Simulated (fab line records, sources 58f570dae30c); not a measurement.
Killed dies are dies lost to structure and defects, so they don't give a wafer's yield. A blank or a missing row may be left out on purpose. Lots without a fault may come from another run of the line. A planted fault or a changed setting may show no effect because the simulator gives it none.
fab line records | flow berkeley_cmos170 | part 2 of 2: steps 34 to 47 of 47
record lots=5 wafers=15 last_day=11
route steps=331 shown ACTIVE@68 PFIELD@79 FIELD@89 SACOX@97 SCREENOX@100 NVT@104
lots that met no fault: from a run of the same line without faults
start_h: hours from the record's first day to the start of the lot's first wafer shown | wait_h: hours since the lot's step before | " the same as in the row above | L1.1+2: a row that stands for several wafers | - no value, or no start given | * or withheld: withheld | < > ~ a bound
route shown NAME@n: a module of which the file shows steps, and the number in the route of the first | usual: mean/standard deviation of fault-free wafers | same: alike in all rows | chamber/n: place in a boat | sites: the reading at each site | _std_site: their standard deviation | _edge_site: outer sites' mean less inner sites' | radius_mm: how far each site lies from the wafer's centre | mask NAME#n: copy n | behind: the tool/chamber that last shaped the wafer | hold: why the lot was held/for how many hours/how that ended | device: the transistor (n, p or np) that didn't switch | end of line: the same wafers' tests at the end of the route | a step without rows: its recipe alone | killed: dies lost to structure and defects at the first sort, not the wafer's yield | map: a wafer's dies, x killed, . not, _ none there
set.NAME: the setting as run; set.NAME@STEP: as run at that earlier step | model.NAME: the simulator's own value behind a step, which no gauge read
lots at some steps of the route; a table a step, a row a wafer
services: from which hour (start_h, from the record's first day; less than 0 if before it) a tool's chamber was out of use, for how many hours, and why
## steps
# step UCB170_SCREENOX_OXIDATION_01
# recipe temp_c=900 ambient=O2 target_thk_a=144 ox_time_s=2400
# usual ox_temp_c=900.0/0.45
# columns lot.wafer tool chamber start_h wait_h ox_temp_c
L075.1 furnace-01 0 100.61 2.5 899.9
L075.2 " 0 " " 900.0
L075.3 " 0 " " 900.1
L078.2 furnace-04 0 123.77 2.4 899.9
L078.5 " 0 " " 900.4
L078.6 " 0 " " 900.4
L080.2 furnace-02 0 129.40 2.2 900.1
L080.3 " 0 " " 899.8
L080.4 " 0 " " 899.5
L083.1 furnace-01 0 154.63 1.3 900.0
L083.3 " 0 " " 899.5
L083.6 " 0 " " 900.5
L096.1 furnace-02 0 215.39 3.8 899.6
L096.3 " 0 " " 899.5
L096.6 " 0 " " 899.8
# step UCB170_SCREENOX_THK_MEAS_02
# recipe reads=SiO2_of_SCREENOX_OXIDATION_01
# usual SCREENOX_OXIDE_THK=14.35/0.22
# columns lot.wafer tool chamber start_h wait_h SCREENOX_OXIDE_THK[nm]
L075.1 film_metro-03 - 102.27 0.0 14.29
L075.2 " - " " 14.30
L075.3 " - " " 14.44
L078.2 film_metro-03 - 125.46 0.0 14.47
L078.5 " - " " 14.18
L078.6 " - " " 14.74
L080.2 film_metro-03 - 131.08 0.0 14.29
L080.3 " - " " 14.18
L080.4 " - " " 14.28
L083.1 film_metro-01 - 156.30 0.0 14.47
L083.3 " - " " 14.74
L083.6 " - " " 14.43
L096.1 film_metro-03 - 217.06 0.0 13.99
L096.3 " - " " 14.42
L096.6 " - " " 14.13
# step UCB170_SCREENOX_ANNEAL_03
# recipe temp_c=900 time_s=900 ambient=N2
# columns lot.wafer tool chamber start_h wait_h
L075.1+2+3 furnace-04 0 104.41 2.1
L078.2+5+6 furnace-02 0 128.15 2.7
L080.2+3+4 furnace-02 0 134.57 3.5
L083.1+3+6 furnace-01 0 159.30 3.0
L096.1+3+6 furnace-01 0 220.95 3.9
# step UCB170_NVT_HMDS_00
# recipe prime_time_s=60 prime_temp_c=100
# columns lot.wafer tool chamber start_h wait_h
L075.1+2+3 litho_track-04 0 105.66 0.0
L078.2+5+6 litho_track-04 0 129.86 0.5
L080.2+3+4 litho_track-04 0 136.11 0.3
L083.1+3+6 litho_track-04 0 160.55 0.0
L096.1+3+6 litho_track-04 0 222.20 0.0
# step UCB170_NVT_COAT_01
# recipe resist=KrF spin_rpm=1500 resist_thk_nm=900
# columns lot.wafer tool chamber start_h wait_h
L075.1+2+3 litho_track-04 0 105.81 0.1
L078.2+5+6 litho_track-04 0 130.01 0.1
L080.2+3+4 litho_track-04 0 136.26 0.1
L083.1+3+6 litho_track-04 0 160.70 0.1
L096.1+3+6 litho_track-04 0 222.35 0.1
# step UCB170_NVT_SOFTBAKE_02
# recipe resist=KrF temp_c=130 time_s=60
# columns lot.wafer tool chamber start_h wait_h
L075.1+2+3 litho_track-04 0 105.96 0.1
L078.2+5+6 litho_track-04 0 130.16 0.1
L080.2+3+4 litho_track-04 0 136.41 0.1
L083.1+3+6 litho_track-04 0 160.85 0.1
L096.1+3+6 litho_track-04 0 222.50 0.1
# step UCB170_NVT_EXPOSE_03
# recipe mask_id=PWELL target_cd_nm=3000 na=0.5 sigma_outer=0.6 source_shape=conventional dose_mj=30
# columns lot.wafer tool chamber start_h wait_h mask
L075.1+2+3 krf_scanner-02 0 106.22 0.2 PWELL#0
L078.2+5+6 krf_scanner-02 0 130.38 0.2 PWELL#0
L080.2+3+4 krf_scanner-02 0 136.61 0.2 PWELL#0
L083.1+3+6 krf_scanner-02 0 161.02 0.1 PWELL#0
L096.1+3+6 krf_scanner-02 0 222.90 0.4 PWELL#0
# step UCB170_NVT_PEB_04
# recipe peb_temp_c=130 peb_time_s=withheld resist=KrF
# columns lot.wafer tool chamber start_h wait_h
L075.1+2+3 litho_track-03 0 106.34 0.1
L078.2+5+6 litho_track-01 0 131.05 0.7
L080.2+3+4 litho_track-03 0 136.89 0.3
L083.1+3+6 litho_track-01 0 161.35 0.3
L096.1+3+6 litho_track-04 0 223.05 0.1
# step UCB170_NVT_DEVELOP_05
# recipe developer=TMAH develop_time_s=45 resist=KrF dev_temp_c=21
# columns lot.wafer tool chamber start_h wait_h
L075.1+2+3 litho_track-03 0 - -
L078.2+5+6 litho_track-01 0 - -
L080.2+3+4 litho_track-03 0 - -
L083.1+3+6 litho_track-01 0 - -
L096.1+3+6 litho_track-04 0 - -
# step UCB170_NVT_OVL_MEAS_06
# usual NVT_OVL=-9/5.2
# columns lot.wafer tool chamber start_h wait_h NVT_OVL[nm]
L075.1 overlay-01 - 106.62 - -5
L075.2 " - " " -11
L075.3 " - " " -9
L078.2 overlay-01 - 131.31 - -11
L078.5 " - " " -12
L078.6 " - " " -10
L080.2 overlay-01 - 137.15 - -12
L080.3 " - " " -13
L080.4 " - " " -18
L083.1 overlay-01 - 161.63 - -5
L083.3 " - " " -13
L083.6 " - " " -4
L096.1 overlay-02 - 223.32 - -8
L096.3 " - " " -9
L096.6 " - " " -9
# step UCB170_NVT_IMPLANT_07
# recipe species=BF2 dose_cm2=3e+12 energy_kev=50 tilt_deg=7
# columns lot.wafer tool chamber start_h wait_h
L075.1+2+3 implanter-03 0 106.65 0.0
L078.2+5+6 implanter-03 0 131.36 0.0
L080.2+3+4 implanter-04 0 137.20 0.0
L083.1+3+6 implanter-03 0 161.66 0.0
L096.1+3+6 implanter-02 0 223.36 0.0
# step UCB170_NVT_STRIP_08
# recipe chemistry=O2 power_w=400 pressure_mtorr=3500 platen_temp_c=withheld o2_flow_sccm=400 overash_fraction=0.5
# usual drypump_motor_current_A=5.7/0.31 oes_product_au=0.734/0.0049 strip_time_to_endpoint_s=21.65/0.053
# columns lot.wafer tool chamber start_h wait_h drypump_motor_current_A oes_product_au rf_hours_counter_h strip_time_to_endpoint_s
L075.1 plasma_asher-01 1 106.80 0.1 5.2 0.736 40 21.63
L075.2 " 0 " " 5.7 0.737 40 21.64
L075.3 " 0 " " 5.7 0.728 - 21.72
L078.2 plasma_asher-01 1 131.49 0.1 5.3 0.733 44 21.64
L078.5 " 0 " " 5.7 0.729 - 21.70
L078.6 " 1 " " 5.3 0.730 - 21.68
L080.2 plasma_asher-01 1 137.33 0.1 5.2 0.735 45 21.69
L080.3 " 1 " " 5.2 0.737 - 21.75
L080.4 " 0 " " 5.7 0.736 - 21.72
L083.1 plasma_asher-04 0 161.81 0.1 5.7 0.742 5 21.62
L083.3 " 0 " " 5.7 0.738 - 21.66
L083.6 " 1 " " 6.1 0.726 - 21.64
L096.1 plasma_asher-01 0 223.51 0.1 5.7 0.740 55 21.66
L096.3 " 1 " " 5.2 0.728 - 21.70
L096.6 " 1 " " 5.2 0.733 - 21.69
# step UCB170_NVT_TW_MEAS_09
# usual NVT_TW=521/3.5
# columns lot.wafer tool chamber start_h wait_h NVT_TW
L075.1 film_metro-02 - 106.90 0.1 524
L075.2 " - " " 525
L075.3 " - " " 523
L078.2 film_metro-01 - 131.60 0.1 523
L078.5 " - " " 525
L078.6 " - " " 524
L080.2 film_metro-03 - 137.44 0.1 518
L080.3 " - " " 518
L080.4 " - " " 519
L083.1 film_metro-02 - 161.91 0.1 523
L083.3 " - " " 522
L083.6 " - " " 521
L096.1 film_metro-01 - 223.61 0.1 523
L096.3 " - " " 521
L096.6 " - " " 518
# step UCB170_NVT_CLEAN_10
# recipe chemistry=SPM temp_c=120 time_s=600
# usual bath_guard_temp_C=119.6/0.47
# columns lot.wafer tool chamber start_h wait_h bath_guard_temp_C
L075.1 wet_bench-04 1 109.92 3.0 120.5
L075.2 " 1 " " 120.5
L075.3 " 1 " " 120.2
L078.2 wet_bench-01 1 131.65 0.0 119.7
L078.5 " 1 " " 119.9
L078.6 " 1 " " 120.0
L080.2 wet_bench-04 2 137.49 0.0 119.4
L080.3 " 2 " " 118.7
L080.4 " 2 " " 119.4
L083.1 wet_bench-01 1 162.21 0.3 119.8
L083.3 " 1 " " 119.8
L083.6 " 1 " " 120.0
L096.1 wet_bench-01 3 223.83 0.2 119.1
L096.3 " 3 " " 119.2
L096.6 " 3 " " 119.2
## services
# columns tool chamber start_h hours kind
krf_scanner-01 - 65.43 1.3 pm
krf_scanner-02 - 69.21 0.8 pm
rie_diel-01 3 77.42 1.9 repair
krf_scanner-01 - 80.10 0.8 pm
krf_scanner-02 - 83.58 1.3 pm
rie_diel-03 3 83.83 1.3 repair
plasma_asher-01 - 85.99 0.4 repair
rie_diel-01 0 87.39 2.9 repair
krf_scanner-01 - 90.05 119.8 repair
rie_diel-03 1 99.21 2.8 repair
implanter-03 - 100.08 3.0 pm
plasma_asher-04 - 108.75 9.0 pm
implanter-04 - 122.36 3.1 repair
implanter-03 - 123.47 0.8 repair
furnace-01 - 130.87 3.2 pm
krf_scanner-01 - 138.97 2.2 repair
implanter-04 - 139.50 4.0 repair
krf_scanner-02 - 153.59 1.0 pm
furnace-04 - 155.15 4.7 pm
furnace-02 - 165.88 3.9 pm
rie_diel-01 2 198.22 1.6 repair
krf_scanner-01 - 209.86 1.0 pm
krf_scanner-02 - 210.96 4.4 pm
rie_diel-01 0 216.04 16.1 repair
